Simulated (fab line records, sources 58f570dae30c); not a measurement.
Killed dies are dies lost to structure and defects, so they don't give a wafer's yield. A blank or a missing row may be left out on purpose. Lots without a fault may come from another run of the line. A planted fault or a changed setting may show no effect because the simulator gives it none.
Which tool did it? | flow berkeley_cmos170 | 14 lots, 42 wafers sampled, at 3 steps of a route of 331

WHAT THE GAUGES READ, wafer by wafer
UCB170_START_BOW_MEAS_00.
lot  | measured    | on            | INCOMING_BOW (um)
L793 | day 1 10:01 | film_metro-02 | -3 0 1
L794 | day 1 15:00 | film_metro-03 | 11 -3 -3
L795 | day 1 20:00 | film_metro-03 | -2 14 -8
L796 | day 2 01:00 | film_metro-02 | -1 -4 7
L798 | day 2 11:01 | film_metro-02 | -10 7 -1
L799 | day 2 16:00 | film_metro-04 | 1 2 -1
L804 | day 3 17:00 | film_metro-04 | -5 -8 -1
L806 | day 4 03:00 | film_metro-03 | -2 -3 4
L808 | day 4 13:07 | film_metro-02 | -6 -9 -1
L810 | day 4 23:01 | film_metro-02 | 7 -13 6
L811 | day 5 04:01 | film_metro-03 | -7 12 -10
L813 | day 5 14:00 | film_metro-04 | -3 -6 9
L814 | day 5 19:00 | film_metro-02 | 7 9 1
L816 | day 6 05:01 | film_metro-02 | -8 0 8

UCB170_CONTACT_CD_MEAS_15: target cd 700 nm.
lot  | measured     | on        | cd_nm (nm)
L793 | day 7 15:55  | cd_sem-01 | 701.2 700.1 701.6
L794 | day 8 19:11  | cd_sem-02 | 702.4 702.5 701.9
L795 | day 8 19:27  | cd_sem-01 | 699.8 699.0 701.2
L796 | day 8 21:05  | cd_sem-02 | 699.6 700.8 699.6
L798 | day 9 18:28  | cd_sem-02 | 700.2 700.8 701.2
L799 | day 9 16:53  | cd_sem-02 | 700.7 699.9 699.4
L804 | day 10 18:40 | cd_sem-02 | 698.7 699.8 699.5
L806 | day 11 06:12 | cd_sem-02 | 698.7 700.3 700.5
L808 | day 11 13:20 | cd_sem-02 | 699.5 701.1 700.1
L810 | day 12 17:43 | cd_sem-01 | 699.6 699.8 698.9
L811 | day 12 17:27 | cd_sem-01 | 697.1 700.3 698.9
L813 | day 12 13:40 | cd_sem-01 | 700.2 700.0 699.1
L814 | day 12 17:50 | cd_sem-02 | 700.9 701.5 699.6
L816 | day 12 18:41 | cd_sem-01 | 703.2 702.0 702.2

WHICH TOOL RAN EACH LOT (tool, then ch and the chambers of the sampled wafers, then the start)
lot  | UCB170_SPACER_CVD_00
L793 | pecvd-02 ch 1,2, day 7 03:25
L794 | pecvd-02 ch 0,1,2, day 8 00:29
L795 | pecvd-03 ch 0,2, day 8 00:53
L796 | pecvd-04 ch 1,2, day 8 00:47
L798 | pecvd-02 ch 1,2, day 8 21:09
L799 | pecvd-03 ch 0,1, day 8 20:31
L804 | pecvd-02 ch 0,1, day 9 21:55
L806 | pecvd-03 ch 1,2, day 10 07:45
L808 | pecvd-04 ch 1,2, day 10 20:59
L810 | pecvd-04 ch 0,1, day 11 19:05
L811 | pecvd-04 ch 0,2, day 11 20:39
L813 | pecvd-03 ch 0,1,2, day 11 19:59
L814 | pecvd-02 ch 0,2, day 11 21:25
L816 | pecvd-02 ch 0,1, day 12 02:50
- UCB170_SPACER_CVD_00: deposits SiO2 from TEOS/O2, target thk 376 nm, time 47 s.

WHAT THE TOOLS THEMSELVES READ (means of the sampled wafers that have a number; where no wafer has one, the mark that the record gives instead)
UCB170_SPACER_CVD_00.
lot  | tool     | heater_power_w (W)
L793 | pecvd-02 | 222
L794 | pecvd-02 | 252
L795 | pecvd-03 | 260
L796 | pecvd-04 | 276
L798 | pecvd-02 | 224
L799 | pecvd-03 | 264
L804 | pecvd-02 | 272
L806 | pecvd-03 | 295
L808 | pecvd-04 | 287
L810 | pecvd-04 | 231
L811 | pecvd-04 | 283
L813 | pecvd-03 | 259
L814 | pecvd-02 | 235
L816 | pecvd-02 | 269

THE ANSWER, worked out from the rows above alone
Rule: what is usual is taken from the lots themselves. Put in order of their means at a reading, lots are off if they are a third of the lots or fewer, leave a main group of 4 or more, and stand apart from it by a gap of 3 or more times the standard deviation of the main group's means; of several such gaps the widest counts. A main group whose means are all the same, to the digits that the tables above print for the reading, isn't used. A lot without any number at a reading at which 4 lots or more have one is off too. The other lots that the step has rows for count as sound. The gauges are gone through in route order, then the tools' own readings, and for those a lot's mean is taken as printed above. The first step at which some lot is off is used, and at that step the reading that is off furthest; a lot without a number counts as furthest.
No lot is off at any reading shown: from this, nothing can be told.

WHAT THE SIMULATOR HAD PUT IN
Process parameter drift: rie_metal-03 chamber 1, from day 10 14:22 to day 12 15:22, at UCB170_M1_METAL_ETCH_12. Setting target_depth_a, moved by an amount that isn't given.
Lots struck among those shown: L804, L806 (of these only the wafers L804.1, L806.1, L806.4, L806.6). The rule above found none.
